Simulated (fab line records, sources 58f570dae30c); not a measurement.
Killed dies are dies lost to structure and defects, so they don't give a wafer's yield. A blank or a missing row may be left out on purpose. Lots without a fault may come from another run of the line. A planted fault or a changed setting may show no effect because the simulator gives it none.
Which tool did it? | flow berkeley_cmos170 | 15 lots, 45 wafers sampled, at 6 steps of a route of 331

WHAT THE GAUGES READ, wafer by wafer
UCB170_GATE_THK_MEAS_05. Usual: GATE_POLY_THK 212.3 nm, standard deviation 2.5.
lot  | measured     | on            | GATE_POLY_THK (nm) | flag
L465 | day 5 20:54  | film_metro-04 | 213.2 212.0 211.7  |
L467 | day 6 16:33  | film_metro-03 | 213.3 214.2 213.0  |
L468 | day 6 16:32  | film_metro-01 | 213.4 213.3 214.0  |
L470 | day 7 02:25  | film_metro-03 | 208.3 211.3 209.5  |
L472 | day 7 23:14  | film_metro-01 | 213.9 213.8 213.8  |
L474 | day 8 03:38  | film_metro-01 | 211.9 215.0 213.1  |
L475 | day 8 10:08  | film_metro-04 | 214.3 212.0 214.6  |
L476 | day 8 10:09  | film_metro-03 | 207.5 210.6 208.1  |
L479 | day 9 10:46  | film_metro-01 | 213.0 214.9 214.7  |
L481 | day 9 21:46  | film_metro-04 | 251.2 254.4 257.1  | OFF
L482 | day 10 05:34 | film_metro-04 | 220.3 229.0 235.9  | OFF
L483 | day 10 05:31 | film_metro-04 | 239.8 231.9 218.9  | OFF
L484 | day 10 10:58 | film_metro-04 | 214.9 214.6 215.4  |
L485 | day 10 10:58 | film_metro-03 | 211.6 212.5 211.7  |
L486 | day 10 19:13 | film_metro-04 | 215.2 215.0 214.3  |

UCB170_NLDD_CD_MEAS_06: target cd 1200 nm. Usual: cd_nm 1200.1 nm, standard deviation 1.4.
lot  | measured     | on        | cd_nm (nm)           | flag
L465 | day 6 04:55  | cd_sem-02 | 1201.7 1200.4 1200.7 |
L467 | day 6 22:01  | cd_sem-01 | 1198.1 1199.5 1200.1 |
L468 | day 6 21:45  | cd_sem-01 | 1198.4 1197.7 1199.1 |
L470 | day 7 06:35  | cd_sem-01 | 1199.8 1198.9 1199.4 |
L472 | day 8 04:41  | cd_sem-01 | 1198.0 1198.8 1199.0 |
L474 | day 8 08:34  | cd_sem-02 | 1200.6 1200.3 1201.2 |
L475 | day 8 15:23  | cd_sem-02 | 1201.1 1201.7 1200.8 |
L476 | day 8 14:19  | cd_sem-01 | 1198.2 1199.4 1199.5 |
L479 | day 9 16:11  | cd_sem-02 | 1199.9 1201.5 1200.1 |
L481 | day 10 04:47 | cd_sem-02 | 1201.2 1200.2 1202.4 |
L482 | day 10 10:56 | cd_sem-01 | 1200.0 1199.5 1200.3 |
L483 | day 10 10:33 | cd_sem-02 | 1201.1 1200.4 1200.0 |
L484 | day 10 16:05 | cd_sem-02 | 1199.7 1199.9 1198.7 |
L485 | day 10 15:58 | cd_sem-01 | 1201.1 1201.3 1200.2 |
L486 | day 10 23:38 | cd_sem-01 | 1201.5 1203.5 1204.0 |

WHICH TOOL RAN EACH LOT (tool, then ch and the chambers of the sampled wafers, then the start)
lot  | UCB170_ZERO_STRIP_07                | UCB170_NVT_STRIP_08                  | UCB170_GATE_CVD_04          | UCB170_GATE_ETCH_15
L465 | plasma_asher-01 ch 0,1, day 2 02:10 | plasma_asher-04 ch 0,1, day 5 09:13  | lpcvd-01 ch 0, day 5 19:30  | rie_si-01 ch 1,3, day 5 23:03
L467 | plasma_asher-04 ch 0,1, day 2 13:56 | plasma_asher-04 ch 0,1, day 6 04:45  | lpcvd-01 ch 0, day 6 14:26  | rie_si-02 ch 1,2,3, day 6 18:07
L468 | plasma_asher-04 ch 0,1, day 2 19:06 | plasma_asher-04 ch 0,1, day 6 04:02  | lpcvd-01 ch 0, day 6 14:26  | rie_si-02 ch 0,1, day 6 17:48
L470 | plasma_asher-04 ch 0,1, day 3 05:19 | plasma_asher-02 ch 0,1, day 6 11:21  | lpcvd-01 ch 1, day 7 00:59  | rie_si-01 ch 0,1,3, day 7 03:29
L472 | plasma_asher-04 ch 0,1, day 3 19:07 | plasma_asher-04 ch 0,1, day 7 06:31  | lpcvd-01 ch 0, day 7 21:49  | rie_si-02 ch 0,3, day 8 01:20
L474 | plasma_asher-01 ch 1, day 4 01:20   | plasma_asher-03 ch 0,1, day 7 13:20  | lpcvd-02 ch 0, day 8 02:14  | rie_si-01 ch 1,2,3, day 8 05:00
L475 | plasma_asher-01 ch 0,1, day 4 06:21 | plasma_asher-04 ch 0,1, day 7 23:09  | lpcvd-02 ch 1, day 8 08:43  | rie_si-01 ch 0,2,3, day 8 12:11
L476 | plasma_asher-04 ch 0,1, day 4 12:22 | plasma_asher-02 ch 0,1, day 7 23:43  | lpcvd-02 ch 0, day 8 08:43  | rie_si-02 ch 1,2,3, day 8 11:13
L479 | plasma_asher-01 ch 0,1, day 5 02:04 | plasma_asher-04 ch 0,1, day 8 22:25  | lpcvd-02 ch 0, day 9 09:20  | rie_si-01 ch 0,1,2, day 9 12:10
L481 | plasma_asher-04 ch 0,1, day 5 16:03 | plasma_asher-04 ch 0,1, day 9 09:07  | lpcvd-01 ch 0, day 9 20:22  | rie_si-02 ch 2,3, day 9 22:52
L482 | plasma_asher-01 ch 0,1, day 5 18:59 | plasma_asher-04 ch 0,1, day 9 18:43  | lpcvd-01 ch 0, day 10 04:05 | rie_si-02 ch 0,1, day 10 06:58
L483 | plasma_asher-01 ch 0,1, day 5 22:20 | plasma_asher-03 ch 0, day 9 19:26    | lpcvd-01 ch 1, day 10 04:05 | rie_si-01 ch 1,3, day 10 06:44
L484 | plasma_asher-04 ch 0,1, day 6 01:08 | plasma_asher-02 ch 0,1, day 9 23:49  | lpcvd-02 ch 0, day 10 09:34 | rie_si-02 ch 0,2,3, day 10 12:58
L485 | plasma_asher-01 ch 0,1, day 6 07:34 | plasma_asher-03 ch 0,1, day 10 00:04 | lpcvd-02 ch 0, day 10 09:34 | rie_si-01 ch 0,1,3, day 10 12:41
L486 | plasma_asher-04 ch 0,1, day 6 10:29 | plasma_asher-03 ch 0,1, day 10 04:21 | lpcvd-02 ch 1, day 10 17:49 | rie_si-01 ch 0,1,3, day 10 20:19
- UCB170_ZERO_STRIP_07: strips in O2.
- UCB170_NVT_STRIP_08: strips in O2.
- UCB170_GATE_CVD_04: deposits poly-Si from SiH4, time 1440 s, target thk 214 nm.
- UCB170_GATE_ETCH_15: etches poly-Si in HBr/Cl2, stops on SiO2, time 56.3 s, target depth 278.2 nm.

WHAT THE TOOLS THEMSELVES READ (means of the sampled wafers that have a number; where no wafer has one, the mark that the record gives instead)
UCB170_ZERO_STRIP_07. Usual: drypump_motor_current_A 5.52 A, standard deviation 0.26; o2_flow_sccm 400.2 sccm, standard deviation 1.3; oes_product_au 0.728 a.u., standard deviation 0.005; strip_time_to_endpoint_s 21.47 s, standard deviation 0.063.
lot  | tool            | drypump_motor_current_A (A) | o2_flow_sccm (sccm) | oes_product_au (a.u.) | strip_time_to_endpoint_s (s) | flag
L465 | plasma_asher-01 | 5.41                        | 400.5               | 0.727                 | 21.47                        |
L467 | plasma_asher-04 | 5.74                        | 399.3               | 0.724                 | 21.50                        |
L468 | plasma_asher-04 | 5.49                        | 399.1               | 0.728                 | 21.51                        |
L470 | plasma_asher-04 | 5.50                        | 399.9               | 0.730                 | 21.41                        |
L472 | plasma_asher-04 | 5.50                        | 400.4               | 0.728                 | 21.44                        |
L474 | plasma_asher-01 | 5.37                        | 402.7               | 0.726                 | 21.40                        |
L475 | plasma_asher-01 | 5.40                        | 400.3               | 0.726                 | 21.51                        |
L476 | plasma_asher-04 | 5.50                        | 400.2               | 0.726                 | 21.40                        |
L479 | plasma_asher-01 | 5.42                        | 401.6               | 0.726                 | 21.50                        |
L481 | plasma_asher-04 | 5.49                        | 401.1               | 0.734                 | 21.48                        |
L482 | plasma_asher-01 | 5.43                        | 400.6               | 0.729                 | 21.57                        |
L483 | plasma_asher-01 | 5.49                        | 401.5               | 0.731                 | 21.53                        |
L484 | plasma_asher-04 | 5.51                        | 400.6               | 0.732                 | 21.50                        |
L485 | plasma_asher-01 | 5.45                        | 399.2               | 0.728                 | 21.41                        |
L486 | plasma_asher-04 | 5.50                        | 400.1               | 0.728                 | 21.43                        |

UCB170_NVT_STRIP_08. Usual: drypump_motor_current_A 5.59 A, standard deviation 0.28; o2_flow_sccm 400.1 sccm, standard deviation 1.3; oes_product_au 0.735 a.u., standard deviation 0.0044; strip_time_to_endpoint_s 21.64 s, standard deviation 0.061.
lot  | tool            | drypump_motor_current_A (A) | o2_flow_sccm (sccm) | oes_product_au (a.u.) | strip_time_to_endpoint_s (s) | flag
L465 | plasma_asher-04 | 5.77                        | 399.6               | 0.733                 | 21.58                        |
L467 | plasma_asher-04 | 5.48                        | 400.8               | 0.735                 | 21.60                        |
L468 | plasma_asher-04 | 5.76                        | 400.5               | 0.737                 | 21.69                        |
L470 | plasma_asher-02 | 5.55                        | 399.2               | 0.736                 | 21.74                        |
L472 | plasma_asher-04 | 5.50                        | 400.4               | 0.735                 | 21.73                        |
L474 | plasma_asher-03 | 5.59                        | 400.9               | 0.736                 | 21.68                        |
L475 | plasma_asher-04 | 5.76                        | 400.2               | 0.731                 | 21.50                        |
L476 | plasma_asher-02 | 5.53                        | 400.4               | 0.738                 | 21.64                        |
L479 | plasma_asher-04 | 5.49                        | 400.4               | 0.733                 | 21.60                        |
L481 | plasma_asher-04 | 5.50                        | 401.5               | 0.734                 | 21.66                        |
L482 | plasma_asher-04 | 5.78                        | 400.1               | 0.736                 | 21.66                        |
L483 | plasma_asher-03 | 5.41                        | 399.7               | 0.736                 | 21.68                        |
L484 | plasma_asher-02 | 5.56                        | 400.8               | 0.736                 | 21.58                        |
L485 | plasma_asher-03 | 5.60                        | 398.7               | 0.737                 | 21.65                        |
L486 | plasma_asher-03 | 5.60                        | 399.2               | 0.737                 | 21.67                        |

UCB170_GATE_CVD_04. Usual: spike_tc_centre_C 611.0 C, standard deviation 1.3; susceptor_temp_C 609.96 C, standard deviation 0.3.
lot  | tool     | spike_tc_centre_C (C) | susceptor_temp_C (C) | flag
L465 | lpcvd-01 | 610.3                 | 609.86               |
L467 | lpcvd-01 | 609.8                 | 610.33               |
L468 | lpcvd-01 | 610.0                 | 610.21               |
L470 | lpcvd-01 | 612.1                 | 609.88               |
L472 | lpcvd-01 | 609.2                 | 609.86               |
L474 | lpcvd-02 | 611.2                 | 609.57               |
L475 | lpcvd-02 | 609.9                 | 609.91               |
L476 | lpcvd-02 | 611.7                 | 610.04               |
L479 | lpcvd-02 | 611.3                 | 609.74               |
L481 | lpcvd-01 | 622.4                 | 610.19               | OFF
L482 | lpcvd-01 | 622.3                 | 609.77               | OFF
L483 | lpcvd-01 | 625.0                 | 609.81               | OFF
L484 | lpcvd-02 | 610.9                 | 609.91               |
L485 | lpcvd-02 | 610.5                 | 610.21               |
L486 | lpcvd-02 | 611.9                 | 609.81               |

UCB170_GATE_ETCH_15. Usual: HBr_flow_sccm 149.9 sccm, standard deviation 0.4; drypump_motor_current_A 5.16 A, standard deviation 0.26; oes_product_au 0.832 a.u., standard deviation 0.0097; throttle_valve_pct 26.5 %, standard deviation 0.32.
lot  | tool      | HBr_flow_sccm (sccm) | drypump_motor_current_A (A) | oes_product_au (a.u.) | throttle_valve_pct (%) | flag
L465 | rie_si-01 | 149.4                | 5.33                        | 0.836                 | 26.2                   |
L467 | rie_si-02 | 149.8                | 5.26                        | 0.830                 | 26.5                   |
L468 | rie_si-02 | 149.9                | 4.98                        | 0.834                 | 26.2                   |
L470 | rie_si-01 | 149.9                | 5.23                        | 0.822                 | 26.4                   |
L472 | rie_si-02 | 149.8                | 5.24                        | 0.839                 | 26.6                   |
L474 | rie_si-01 | 149.9                | 5.14                        | 0.837                 | 26.4                   |
L475 | rie_si-01 | 150.1                | 5.06                        | 0.834                 | 26.6                   |
L476 | rie_si-02 | 150.2                | 5.25                        | 0.821                 | 26.5                   |
L479 | rie_si-01 | 150.1                | 5.28                        | 0.837                 | 26.5                   |
L481 | rie_si-02 | 149.5                | 5.12                        | 0.939                 | 26.9                   | OFF
L482 | rie_si-02 | 149.8                | 4.96                        | 0.876                 | 26.2                   | OFF
L483 | rie_si-01 | 150.4                | 5.11                        | 0.883                 | 26.4                   | OFF
L484 | rie_si-02 | 149.8                | 5.06                        | 0.836                 | 26.6                   |
L485 | rie_si-01 | 150.0                | 5.22                        | 0.828                 | 26.4                   |
L486 | rie_si-01 | 150.0                | 5.23                        | 0.838                 | 26.4                   |

THE ANSWER, worked out from the rows above alone
Rule: a lot is off if the mean of its wafers that have a number lies more than 3 standard deviations from the usual mean. A lot without any number at a reading at which 4 lots or more have one is off too. The other lots that the step has rows for count as sound. The gauges are gone through in route order, then the tools' own readings, and for those a lot's mean is taken as printed above. The first step at which some lot is off is used, and at that step the reading that is off furthest; a lot without a number counts as furthest.
Off: L481, L482, L483, at UCB170_GATE_THK_MEAS_05 (GATE_POLY_THK).
A tool fits if, at a process step before that reading, it ran every lot that is off, and no sound lot after the first of them. The gauges at UCB170_GATE_THK_MEAS_05 aren't tried: what is off there is off at UCB170_GATE_CVD_04 too, on other tools, and a gauge's error can't cause that. One fits: lpcvd-01 at UCB170_GATE_CVD_04. Its last sound lot is L472 (day 7 21:49), its first lot that is off L481 (day 9 20:22): a fault that began between those two fits.
The tool's own readings at UCB170_GATE_CVD_04 bear it out: on the lots that are off they differ by more than 5 times the standard deviation of the sound lots' means. spike_tc_centre_C reads 623.2 C there against 610.7 C on the sound lots.

WHAT THE SIMULATOR HAD PUT IN
Process parameter drift: lpcvd-01, from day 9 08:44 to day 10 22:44, at UCB170_GATE_CVD_04. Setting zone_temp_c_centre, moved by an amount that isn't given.
Lots struck among those shown: L481, L483, L482. The rule above found the same.
